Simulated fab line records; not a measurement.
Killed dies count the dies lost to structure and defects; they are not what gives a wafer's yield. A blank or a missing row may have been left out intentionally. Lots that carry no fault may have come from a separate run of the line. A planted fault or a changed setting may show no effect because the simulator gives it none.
Code-filled problem report in 8D (eight disciplines) form || flow rit-cmos || the parts of the form that need people (team, actions taken, sign-off) are left out

== 1. PROBLEM STATEMENT ==
Mean of o2-flow-sccm at RIT_GATE_STRIP_20: 3200 sccm across 5 wafers in 3 lots; on wafers with no fault it is 4000 sccm (standard deviation 13). Measured from the usual mean, that is -62 standard deviations.
The step: strips in O2, time 180 s.
Earliest sighting: wafer L917.1 on plasma-asher-04 at day 4 00:30. At this step, 42 wafers from 14 lots have a number in the record. Rule for "out", or "out of limits": more than 4 standard deviations from the usual mean. All remaining wafers that have a number are taken as sound.

== 2. WHAT THIS IS AND IS NOT ==
{"question": "which readings at this step", "is": "o2-flow-sccm", "is not": "chamber-pressure-mTorr, drypump-motor-current-A"}
{"question": "which lots", "is": "L917, L920, L921", "is not": "L910, L911, L912, L913, L915, L922, L924, L926, L928, L932, L933"}
{"question": "which wafers of those lots", "is": "L917.1, L917.3, L920.2, L920.3, L921.6", "is not": "L917.6, L920.1, L921.4, L921.5"}
{"question": "read on which tools", "is": "plasma-asher-04", "is not": "plasma-asher-02, plasma-asher-03"}
{"question": "when", "is": "from day 4 00:30", "is not": "up to then (16 sound wafers); but 21 sound wafers of L920, L921, L922, L924, L926, L928, L932, L933 came after"}

== 3. WHAT RULES OUT EACH SUSPECT ==
Counting: any tool at a process step up to the reading remains a suspect provided it ran every lot that is out. Sound lots after the first of them don't rule it out here, since some wafers of a struck lot are sound.
- plasma-asher-04 at RIT_GATE_STRIP_20 (strips in O2, time 180 s): kept. Every lot that is out went through it, the first being L917 (day 4 00:30); the last sound lot it ran before that was L912 (day 2 23:46). Out on those wafers are its own readings of o2-flow-sccm.
- The sound lot-mates ran in chamber 1 of plasma-asher-04 at RIT_GATE_STRIP_20, but the wafers that are out ran in chamber 0.
Left after counting: plasma-asher-04 at RIT_GATE_STRIP_20.

== 4. THE CAUSE (what the simulator had put in) ==
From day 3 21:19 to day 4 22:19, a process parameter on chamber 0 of plasma-asher-04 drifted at RIT_GATE_STRIP_20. From 4000, the setting o2-flow-sccm moved by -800. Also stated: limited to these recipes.
The count eliminated every tool but this one.

== 5. SEQUENCE OF EFFECTS, ordered by route ==
Each row: a reading where the mean over the struck wafers with a number is more than 3 standard deviations away from the usual. Only readings whose record carries a usual standard deviation are examined. hours: median over the lots of the time between each lot's start at the first step of this table that gives one and its start at this step. sigmas: the change, counted in usual standard deviations.
{"hours": 0, "step": "RIT_GATE_STRIP_20", "reading": "o2-flow-sccm", "usual": "4000 sccm", "on struck wafers": 3200, "change": -800, "sigmas": -62}
Here are the process steps it includes:
- RIT_GATE_STRIP_20: strips in O2, time 180 s.

== 6. WHAT WOULD HAVE CAUGHT IT SOONER ==
In this record the first reading out of limits was taken at day 4 00:30, 3 hours after the fault began at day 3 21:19.
